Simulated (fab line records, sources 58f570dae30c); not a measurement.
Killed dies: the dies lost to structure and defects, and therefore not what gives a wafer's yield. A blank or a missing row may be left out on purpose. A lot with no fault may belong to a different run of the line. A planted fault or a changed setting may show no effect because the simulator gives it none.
A lot that was struck, set against a sound lot	flow berkeley-cmos170	15 out of 331 route steps
Sound: wafers L799.1, L799.2, L799.3. Struck: wafers L807.2, L807.5 (left out: L807.1, a lot-mate that was not struck); the cause follows at the end.
Order at every step that has rows: each side's tool, ch and its chambers, its first start. Under that, the readings that differ: sound wafers	struck wafers	difference of the means	sigmas: that difference in standard deviations of wafers without a fault.
alike: a reading whose means differ by less than 2 such deviations, as well as words and numbers matching on both sides. not compared: withheld readings; readings where some wafer has no value; bounds like >300 that might hide an equal value; numbers whose values overlap and for which the record gives no deviation.
The two part at a step that has a row with sigmas, a row that says differs or no value, or rows on one side only. When numbers do not overlap yet have no deviation, they are printed without sigmas and do not part them. A reading that every wafer of one side lacks parts them only if that side has two wafers or more.

first, 2 steps without rows for these wafers: UCB170_M3_COAT_05 (resist thk 900 nm); UCB170_M3_SOFTBAKE_06 (time 60 s).
UCB170_M3_STRIP_07: strips in O2.
  sound on plasma-asher-02 ch 0,1, day 10 15:14; struck on plasma-asher-01 ch 0,1, day 12 17:56
  alike: chamber-pressure-mTorr, drypump-motor-current-A, oes-product-au, strip-time-to-endpoint-s
  not compared: rf-hours-counter-h
then, 7 steps without rows for these wafers: UCB170_M3_STRIP_08 (strips KrF in DMSO, time 600 s); UCB170_M3_COAT_09; UCB170_M3_COAT_10 (resist thk 900 nm); UCB170_M3_SOFTBAKE_11 (time 60 s); UCB170_M3_EXPOSE_12 (exposes mask METAL3, target cd 700 nm); UCB170_M3_PEB_13; UCB170_M3_DEVELOP_14 (develop time 45 s).
UCB170_M3_CD_MEAS_15: the cd target is 700 nm.
  sound: cd-sem-01 at day 10 16:49; struck: cd-sem-02 at day 12 19:19
  alike: cd-nm
UCB170_M3_OVL_MEAS_16:
  sound: overlay-02 at day 10 16:56; struck: overlay-02 at day 12 19:26
  alike: M3_OVL
UCB170_M3_ETCH_17: etches BARC in N2/H2.
  sound on rie-diel-03 ch 0,1,3, day 10 16:58; struck on rie-diel-01 ch 0, day 12 19:29
reading	sound	struck	difference	sigmas
bias-w (W)	100.2 100.1 100.0	130.2 130.3	+30.2	+99 or more
oes-product-au (a.u.)	0.983 0.955 1.004	1.091 1.092	+0.111	+7
  alike: chamber-pressure-mTorr, drypump-motor-current-A, throttle-valve-pct
UCB170_M3_METAL_ETCH_18: etches Al in Cl2/BCl3, stops on SiO2, target depth 1170 nm, time 195 s.
  sound on rie-metal-03 ch 0,1, day 10 17:00; struck on rie-metal-01 ch 0,1, day 12 19:31
reading	sound	struck	difference	sigmas
bias-w (W)	120.1 118.8 120.1	120.9 120.2	+0.9	+2
oes-product-au (a.u.)	0.835 0.840 0.834	0.856 0.863	+0.023	+2
  alike: bcl3-flow-sccm, chamber-pressure-mTorr, drypump-motor-current-A, he-backside-leak-sccm, throttle-valve-pct
  not compared: rf-hours-counter-h
then, 1 step without rows for these wafers: UCB170_M3_PROBE_99.

== WHERE THEY PART ==
Last at UCB170_M3_METAL_ETCH_18 as far as this record goes, first at UCB170_M3_ETCH_17.

WHY: what the simulator had put in
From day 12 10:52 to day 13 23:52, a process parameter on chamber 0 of rie-diel-01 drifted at UCB170_M3_ETCH_17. Setting bias-w shifted by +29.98 from 100. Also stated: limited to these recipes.
